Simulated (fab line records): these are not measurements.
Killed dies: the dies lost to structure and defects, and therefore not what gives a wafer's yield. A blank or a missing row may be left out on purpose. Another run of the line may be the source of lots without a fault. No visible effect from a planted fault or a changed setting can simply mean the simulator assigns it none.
8D (eight disciplines) problem report, filled in by code -- flow rit-cmos -- the parts of the form that need people (team, actions taken, sign-off) are left out

## 1. WHAT IS WRONG
GATE_POLY_THK at RIT_GATE_THK_MEAS_09 reads a mean of 227.3 nm on 3 wafers of 1 lot; wafers without a fault read 240.5 nm with a standard deviation of 2.4. Relative to the usual mean, that is a shift of -5.5 standard deviations.
Seen first at day 4 18:37 on film-metro-02, wafer L311.1. Wafers with a number at this step in the record: 39, from 13 lots. By rule, "out" or "out of limits" means more than 4 standard deviations away from the usual mean. All remaining wafers that have a number are taken as sound.

## 2. WHAT IT IS, AND WHAT IT ISN'T
question,is,is not
which readings at this step,GATE_POLY_THK,-
which lots,L311,"L300, L302, L303, L304, L305, L308, L315, L316, L317, L320, L321, L323"
which wafers of those lots,all that have a number,-
read on which gauges,film-metro-02,"film-metro-01, film-metro-03"
when,from day 4 18:37,"up to then (18 sound wafers); but 18 sound wafers of L315, L316, L317, L320, L321, L323 came after"

## 3. SUSPECTS, AND WHAT RULES EACH OUT
Counting: any tool at a process step up to the reading is kept as a suspect provided that every lot that is out went through it and no sound lot did after the first of them.
- the gauge at RIT_GATE_THK_MEAS_09: kept. All the wafers that are out were read on film-metro-02, and no step on other tools shows them out.
- lpcvd-01 at RIT_GATE_CVD_08 (deposits poly-Si from SiH4, target thk 250 nm, time 2220 s): kept. It ran the lot that is out, L311 (day 4 16:59), and no sound lot after that; its last sound lot up to then is L308 (day 4 01:33).
The count leaves film-metro-02 at RIT_GATE_THK_MEAS_09 and lpcvd-01 at RIT_GATE_CVD_08.

## 4. THE CAUSE (what the simulator had put in)
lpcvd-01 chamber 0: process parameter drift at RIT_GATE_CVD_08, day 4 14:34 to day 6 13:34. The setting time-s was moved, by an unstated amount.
Of the 2 suspects that counting leaves, this tool is one.

## 5. SEQUENCE OF EFFECTS, ordered by route
One row per reading whose mean, taken over the struck wafers that have a number, lies over 3 standard deviations from the usual. Only readings for which the record gives a usual standard deviation are gone through. hours: the time from each lot's start at the first step in this table that gives one to its start at this step, as a median over the lots. sigmas: the change in usual standard deviations.
hours,step,reading,usual,on struck wafers,change,sigmas
0,RIT_GATE_THK_MEAS_09,GATE_POLY_THK,240.5 nm,227.3,-13.2,-5.5

## 6. WHAT WOULD HAVE CAUGHT IT SOONER
The first out-of-limits reading at a measuring or inspecting step in this record came at day 4 18:37, 4 hours after the fault's start at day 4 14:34.
No tool reading at RIT_GATE_CVD_08 that has a usual standard deviation in the record was out on any struck wafer, so an alarm limit of 4 standard deviations on those readings would not have fired.
All the lots that are out (1) had begun RIT_GATE_CVD_08 on lpcvd-01 by day 4 18:37. None of them would have been spared by holding the tool at that moment.
